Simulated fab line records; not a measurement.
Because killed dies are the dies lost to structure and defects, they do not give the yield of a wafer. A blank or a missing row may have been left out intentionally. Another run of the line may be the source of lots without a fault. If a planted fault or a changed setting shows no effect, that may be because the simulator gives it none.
Which tool is to blame? ; flow rit-cmos ; 7 lots with 21 wafers sampled at 2 steps, on a route of 202 steps

== WHAT EACH GAUGE READ, for each wafer ==
RIT_FOX1_THK_MEAS_01.
lot;measured;on;FOX1_OXIDE_THK (nm)
L708;day 2 01:37;film-metro-04;350 353 345
L711;day 2 16:48;film-metro-02;358 353 356
L714;day 3 14:28;film-metro-02;346 344 350
L718;day 4 06:34;film-metro-04;350 355 352
L720;day 4 15:12;film-metro-04;356 362 354
L722;day 5 02:00;film-metro-04;401 397 396
L725;day 5 17:55;film-metro-04;350 346 345

== WHICH TOOL RAN EACH LOT (tool, then ch and the chambers of the sampled wafers, then the start) ==
lot;RIT_FOX1_OXIDATION_00
L708;furnace-01 ch 0, day 2 00:17
L711;furnace-01 ch 0, day 2 15:29
L714;furnace-04 ch 0, day 3 13:08
L718;furnace-03 ch 0, day 4 05:14
L720;furnace-03 ch 0, day 4 13:52
L722;furnace-03 ch 0, day 5 00:41
L725;furnace-04 ch 0, day 5 16:36
- RIT_FOX1_OXIDATION_00: target thk 350.7 nm, ox time 1130 s.

== THE ANSWER, worked out from the rows above alone ==
Rule: what is usual is taken from the lots themselves. Put in order of their means at a reading, lots are off if they are a third of the lots or fewer, leave a main group of 4 or more, and stand apart from it by a gap of 3 or more times the standard deviation of the main group's means; of several such gaps the widest counts. A main group whose means are all the same, to the digits that the tables above print for the reading, isn't used. A lot without any number at a reading at which 4 lots or more have one is off too. The other lots that the step has rows for count as sound.
Off: L722, seen at RIT_FOX1_THK_MEAS_01 (FOX1_OXIDE_THK). Mean 351 nm and standard deviation 4.1 in the main group.
A tool fits if, at a process step before that reading, it ran every lot that is off, and no sound lot after the first of them. The gauges at RIT_FOX1_THK_MEAS_01 are tried like those tools. One candidate fits, namely furnace-03 at RIT_FOX1_OXIDATION_00. A fault onset in the window from L720 (day 4 13:52, its last sound lot) to L722 (day 5 00:41, its first lot off) fits.

== WHAT THE SIMULATOR PUT IN ==
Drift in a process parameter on furnace-03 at RIT_FOX1_OXIDATION_00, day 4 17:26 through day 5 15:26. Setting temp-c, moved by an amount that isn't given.
Lots struck among those shown: L722. Same finding as the rule above.
